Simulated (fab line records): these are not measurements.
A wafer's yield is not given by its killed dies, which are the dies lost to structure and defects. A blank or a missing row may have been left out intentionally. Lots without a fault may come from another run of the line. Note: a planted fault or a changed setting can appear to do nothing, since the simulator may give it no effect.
Split-lot experiment    flow rit_cmos    5 lots, 23 wafers read, on a route of 202 steps

SPLIT DETAILS
At RIT_NRETRO_IMPLANT_08, the setting dose_cm2 was moved away from the recipe's 1e+13 on 11 of the 23 wafers read, by -6.7% to -3.1%. All remaining wafers had this setting at the recipe value.

FROM SPLIT TO READING: 1 step shown by the file between the two
- RIT_NRETRO_STRIP_09: strips in O2, time 180 s

THE READING
NRETRO_TW, at RIT_NRETRO_TW_MEAS_10. Typical for fault-free wafers on this fab line: 1060, with standard deviation 11.

wafer   tool, chamber at the split  dose_cm2 as run  against the recipe  NRETRO_TW  against lot-mates on the recipe
L077.1  implanter-01, 0             9.512e+12        -4.9%               1029       -24
L077.2  implanter-01, 0             1e+13            recipe              1054       -
L077.3  implanter-01, 0             1e+13            recipe              1051       -
L077.4  implanter-01, 0             9.512e+12        -4.9%               1034       -18
L077.6  implanter-01, 0             9.512e+12        -4.9%               1036       -16
L079.1  implanter-01, 0             1e+13            recipe              1073       -
L079.2  implanter-01, 0             9.414e+12        -5.9%               1053       -20
L079.4  implanter-01, 0             9.414e+12        -5.9%               1052       -21
L079.5  implanter-01, 0             9.414e+12        -5.9%               1053       -20
L079.6  implanter-01, 0             1e+13            recipe              1073       -
L080.1  implanter-01, 0             1e+13            recipe              1051       -
L080.4  implanter-01, 0             1e+13            recipe              1050       -
L080.5  implanter-01, 0             1e+13            recipe              1051       -
L081.1  implanter-03, 0             9.331e+12        -6.7%               1021       -27
L081.2  implanter-03, 0             1e+13            recipe              1048       -
L081.4  implanter-03, 0             9.331e+12        -6.7%               1024       -24
L081.5  implanter-03, 0             9.331e+12        -6.7%               1017       -31
L081.6  implanter-03, 0             1e+13            recipe              1048       -
L085.1  implanter-01, 0             1e+13            recipe              1070       -
L085.2  implanter-01, 0             1e+13            recipe              1070       -
L085.3  implanter-01, 0             1e+13            recipe              1073       -
L085.5  implanter-01, 0             9.692e+12        -3.1%               1057       -14
L085.6  implanter-01, 0             9.692e+12        -3.1%               1060       -11

THE FIT
A straight line over all 23 wafers: NRETRO_TW changes by +4.09 for each +1% of dose_cm2; r = +0.70; the points scatter about the line by 12.
The same after taking each lot's own level away (the mean of its wafers on the recipe; 23 wafers): +3.87 for each +1%; r = +0.98; scatter 2.1.
That fit puts the effect of the largest move of dose_cm2 on the reading at 26.
From 1048.0 to 1073.0: that is the span of the lots' own levels, equal to 2.3 times the standard deviation above.
So the lot-to-lot level blurs the effect unless lot-mates are compared.
Check: with one of the wafers moved furthest among these (-6.7%) left out of the fit, the line predicts -25.7 for it against its lot-mates. Against them it came out at -27.

THESE WAFERS: OTHER SPLITS
Other splits were also applied to these wafers ahead of the reading. Each is held against what the fit with the lots' levels taken away leaves over:
other split on the same wafers        wafers away from the commonest value  r with NRETRO_TW (lot level and that fit taken away)
RIT_ACTIVE_CVD_03 time_s              15                                    +0.29
RIT_ACTIVE_DEVELOP_10 develop_time_s  5                                     -0.04
RIT_NWELL_SOFTBAKE_02 temp_c          8                                     +0.24
RIT_PWELL_IMPLANT_08 dose_cm2         7                                     +0.29

FILE'S OWN FIT
NRETRO_TW changes by +3.88 for each +1% of dose_cm2, r = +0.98.
